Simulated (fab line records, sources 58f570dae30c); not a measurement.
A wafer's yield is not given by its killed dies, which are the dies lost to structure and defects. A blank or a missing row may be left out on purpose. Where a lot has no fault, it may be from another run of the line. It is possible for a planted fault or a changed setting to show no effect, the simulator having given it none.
What tool caused it? / flow berkeleyCmos170 / 13 lots, 39 wafers sampled, at 4 steps of a route of 331

## WHAT THE GAUGES READ, wafer by wafer
UCB170_ACTIVE_OVL_MEAS_14.
lot=L784; measured=day 4 04:04; on=overlay-01; ACTIVE_OVL (nm)=-3 5 -3
lot=L786; measured=day 4 13:30; on=overlay-01; ACTIVE_OVL (nm)=-1 -1 0
lot=L785; measured=day 4 13:37; on=overlay-02; ACTIVE_OVL (nm)=-6 -1 -7
lot=L787; measured=day 4 17:43; on=overlay-01; ACTIVE_OVL (nm)=7 9 4
lot=L788; measured=day 4 18:49; on=overlay-01; ACTIVE_OVL (nm)=-1 -2 -4
lot=L794; measured=day 6 02:34; on=overlay-01; ACTIVE_OVL (nm)=102 92 95
lot=L798; measured=day 6 19:24; on=overlay-01; ACTIVE_OVL (nm)=91 84 91
lot=L797; measured=day 6 19:37; on=overlay-02; ACTIVE_OVL (nm)=100 96 98
lot=L801; measured=day 7 18:51; on=overlay-02; ACTIVE_OVL (nm)=-3 -2 -4
lot=L800; measured=day 8 01:15; on=overlay-02; ACTIVE_OVL (nm)=88 88 79
lot=L802; measured=day 8 01:32; on=overlay-01; ACTIVE_OVL (nm)=1 0 -3
lot=L806; measured=day 8 23:14; on=overlay-02; ACTIVE_OVL (nm)=1 1 -8
lot=L807; measured=day 9 12:59; on=overlay-02; ACTIVE_OVL (nm)=2 -1 -2

UCB170_PVT_TW_MEAS_09.
lot=L784; measured=day 5 13:08; on=filmMetro-01; PVT_TW=501 502 502
lot=L786; measured=day 5 19:47; on=filmMetro-01; PVT_TW=501 498 502
lot=L785; measured=day 5 19:31; on=filmMetro-04; PVT_TW=512 512 512
lot=L787; measured=day 6 00:03; on=filmMetro-01; PVT_TW=502 501 501
lot=L788; measured=day 6 00:16; on=filmMetro-03; PVT_TW=512 506 512
lot=L794; measured=day 7 14:47; on=filmMetro-01; PVT_TW=503 503 502
lot=L798; measured=day 8 12:22; on=filmMetro-04; PVT_TW=515 511 512
lot=L797; measured=day 8 12:37; on=filmMetro-01; PVT_TW=505 500 503
lot=L801; measured=day 9 12:50; on=filmMetro-03; PVT_TW=507 509 509
lot=L800; measured=day 9 12:55; on=filmMetro-04; PVT_TW=516 515 512
lot=L802; measured=day 9 13:10; on=filmMetro-01; PVT_TW=505 509 507
lot=L806; measured=day 10 09:46; on=filmMetro-04; PVT_TW=513 514 515
lot=L807; measured=day 11 04:59; on=filmMetro-04; PVT_TW=513 513 510

UCB170_GATE_THK_MEAS_05.
lot=L784; measured=day 5 23:40; on=filmMetro-01; GATE_POLY_THK (nm)=212.7 214.0 214.8
lot=L786; measured=day 6 06:32; on=filmMetro-01; GATE_POLY_THK (nm)=214.1 213.6 212.5
lot=L785; measured=day 6 06:33; on=filmMetro-04; GATE_POLY_THK (nm)=213.4 215.2 215.1
lot=L787; measured=day 6 10:34; on=filmMetro-01; GATE_POLY_THK (nm)=217.2 218.5 217.9
lot=L788; measured=day 6 10:34; on=filmMetro-02; GATE_POLY_THK (nm)=214.3 214.5 213.8
lot=L794; measured=day 8 09:02; on=filmMetro-02; GATE_POLY_THK (nm)=212.5 214.0 213.4
lot=L798; measured=day 9 02:05; on=filmMetro-01; GATE_POLY_THK (nm)=215.1 213.5 212.3
lot=L797; measured=day 9 02:05; on=filmMetro-02; GATE_POLY_THK (nm)=214.8 213.8 215.0
lot=L801; measured=day 10 01:41; on=filmMetro-01; GATE_POLY_THK (nm)=209.9 211.0 210.1
lot=L800; measured=day 10 01:38; on=filmMetro-04; GATE_POLY_THK (nm)=213.7 212.3 212.1
lot=L802; measured=day 10 01:38; on=filmMetro-01; GATE_POLY_THK (nm)=213.4 213.3 212.9
lot=L806; measured=day 10 20:14; on=filmMetro-01; GATE_POLY_THK (nm)=213.4 213.2 213.1
lot=L807; measured=day 11 18:50; on=filmMetro-01; GATE_POLY_THK (nm)=215.7 215.2 215.2

## WHICH TOOL RAN EACH LOT (tool, then ch and the chambers of the sampled wafers, then the start)
lot=L784; UCB170_ACTIVE_EXPOSE_10=krfScanner-02 ch 0, day 4 03:22
lot=L786; UCB170_ACTIVE_EXPOSE_10=krfScanner-01 ch 0, day 4 12:38
lot=L785; UCB170_ACTIVE_EXPOSE_10=krfScanner-02 ch 0, day 4 12:54
lot=L787; UCB170_ACTIVE_EXPOSE_10=krfScanner-02 ch 0, day 4 17:13
lot=L788; UCB170_ACTIVE_EXPOSE_10=krfScanner-02 ch 0, day 4 18:17
lot=L794; UCB170_ACTIVE_EXPOSE_10=krfScanner-01 ch 0, day 6 02:05
lot=L798; UCB170_ACTIVE_EXPOSE_10=krfScanner-01 ch 0, day 6 18:46
lot=L797; UCB170_ACTIVE_EXPOSE_10=krfScanner-01 ch 0, day 6 18:53
lot=L801; UCB170_ACTIVE_EXPOSE_10=krfScanner-02 ch 0, day 7 18:04
lot=L800; UCB170_ACTIVE_EXPOSE_10=krfScanner-01 ch 0, day 8 00:46
lot=L802; UCB170_ACTIVE_EXPOSE_10=krfScanner-02 ch 0, day 8 01:01
lot=L806; UCB170_ACTIVE_EXPOSE_10=krfScanner-02 ch 0, day 8 22:43
lot=L807; UCB170_ACTIVE_EXPOSE_10=krfScanner-02 ch 0, day 9 12:31
- UCB170_ACTIVE_EXPOSE_10: exposes mask ACTIVE, target cd 1200 nm.

## AS READ BY THE TOOLS THEMSELVES (means over the sampled wafers that have a number; for cases with no such wafer, the mark the record gives instead)
The record holds no such reading with a usual standard deviation.

## THE ANSWER, worked out from the rows above alone
Rule: the lots themselves supply what counts as usual. The widest of any qualifying gaps counts: lots, ordered by their means at a reading, are off when they make up no more than a third of the lots, leave a main group of 4 or more, and stand apart from it by 3 or more times the standard deviation of that group's means. If all means in a main group match to the digits the tables above print for the reading, that group is not used. A lot without any number at a reading at which 4 lots or more have one is off too. Where the step has rows for the other lots, those lots are counted as sound. First the gauges in route order, then the tools' own readings, where a lot's mean is used as printed above. The first step at which some lot is off is used, and at that step the reading that is off furthest; a lot without a number counts as furthest.
Off: L794, L798, L797, L800, seen at UCB170_ACTIVE_OVL_MEAS_14 (ACTIVE_OVL). Main group: mean -1 nm, sd 3.
If a tool, at a process step before that reading, ran all the lots that are off and no sound lot after the first of them, it fits. The gauges at UCB170_ACTIVE_OVL_MEAS_14 are tried like those tools. One fits: krfScanner-01 at UCB170_ACTIVE_EXPOSE_10. A fault onset in the window from L786 (day 4 12:38, its last sound lot) to L794 (day 6 02:05, its first lot off) fits.

## WHAT THE SIMULATOR HAD PUT IN
Scanner matching overlay: krfScanner-01, from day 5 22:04 on, at UCB170_ACTIVE_EXPOSE_10. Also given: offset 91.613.
Struck lots among those shown: L794, L798, L797, L800. The same result came from the rule above.
